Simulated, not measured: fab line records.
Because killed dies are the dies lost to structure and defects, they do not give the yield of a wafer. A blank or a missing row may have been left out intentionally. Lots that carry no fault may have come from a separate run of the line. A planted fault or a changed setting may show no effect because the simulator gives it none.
Which tool is to blame? -- flow berkeleyCmos170 -- 6 lots, 18 wafers sampled, at 3 steps of a route of 331

WHAT THE GAUGES READ, wafer by wafer
UCB170_V2_THK_MEAS_04.
lot,measured,on,V2_POLISHED_THK (nm)
L331,day 7 14:40,filmMetro-03,999.1 999.4 1002.3
L334,day 7 21:13,filmMetro-04,1000.7 1001.2 1001.4
L340,day 9 18:13,filmMetro-04,999.7 1355.8 999.1
L345,day 10 23:22,filmMetro-03,1001.6 999.2 998.3
L349,day 11 18:28,filmMetro-03,1000.7 1001.4 1001.6
L352,day 12 20:16,filmMetro-03,1000.6 998.1 1001.2

EACH LOT AND THE TOOL THAT RAN IT (in order: tool; ch and the chambers of the sampled wafers; start)
lot,UCB170_M2_ETCH_17,UCB170_V2_CMP_02
L331,"rieDiel-03 ch 1,2,3, day 7 13:34","cmp-02 ch 0,1,3, day 7 14:14"
L334,"rieDiel-03 ch 2,3, day 7 20:06","cmp-01 ch 0,1,3, day 7 20:52"
L340,"rieDiel-01 ch 0,2,3, day 9 17:07","cmp-01 ch 0,1, day 9 17:50"
L345,"rieDiel-02 ch 0,3, day 10 22:17","cmp-02 ch 1,2,3, day 10 23:02"
L349,"rieDiel-03 ch 1,2,3, day 11 17:22","cmp-02 ch 1,2,3, day 11 18:05"
L352,"rieDiel-02 ch 2,3, day 12 19:00","cmp-01 ch 2,3, day 12 19:51"
- UCB170_M2_ETCH_17: etches BARC in N2/H2.
- UCB170_V2_CMP_02: polishes SiO2.

THE ANSWER, worked out from the rows above alone
Rule: what is usual is taken from the lots themselves. Put in order of their means at a reading, lots are off if they are a third of the lots or fewer, leave a main group of 4 or more, and stand apart from it by a gap of 3 or more times the standard deviation of the main group's means; of several such gaps the widest counts. A main group whose means are all the same, to the digits that the tables above print for the reading, isn't used. Also off: a lot with no number at a reading for which 4 or more lots have one. Where the step has rows for the other lots, those lots are counted as sound.
Off: L340, at UCB170_V2_THK_MEAS_04 (V2_POLISHED_THK). Main group: mean 1000.5 nm, sd 0.61.
If a tool, at a process step before that reading, ran all the lots that are off and no sound lot after the first of them, it fits. Those tools and the gauges at UCB170_V2_THK_MEAS_04 are tried in the same way. Can't be told from this: 2 tools fit, rieDiel-01 at UCB170_M2_ETCH_17, filmMetro-04 at UCB170_V2_THK_MEAS_04.

WHAT HAD BEEN PUT IN BY THE SIMULATOR
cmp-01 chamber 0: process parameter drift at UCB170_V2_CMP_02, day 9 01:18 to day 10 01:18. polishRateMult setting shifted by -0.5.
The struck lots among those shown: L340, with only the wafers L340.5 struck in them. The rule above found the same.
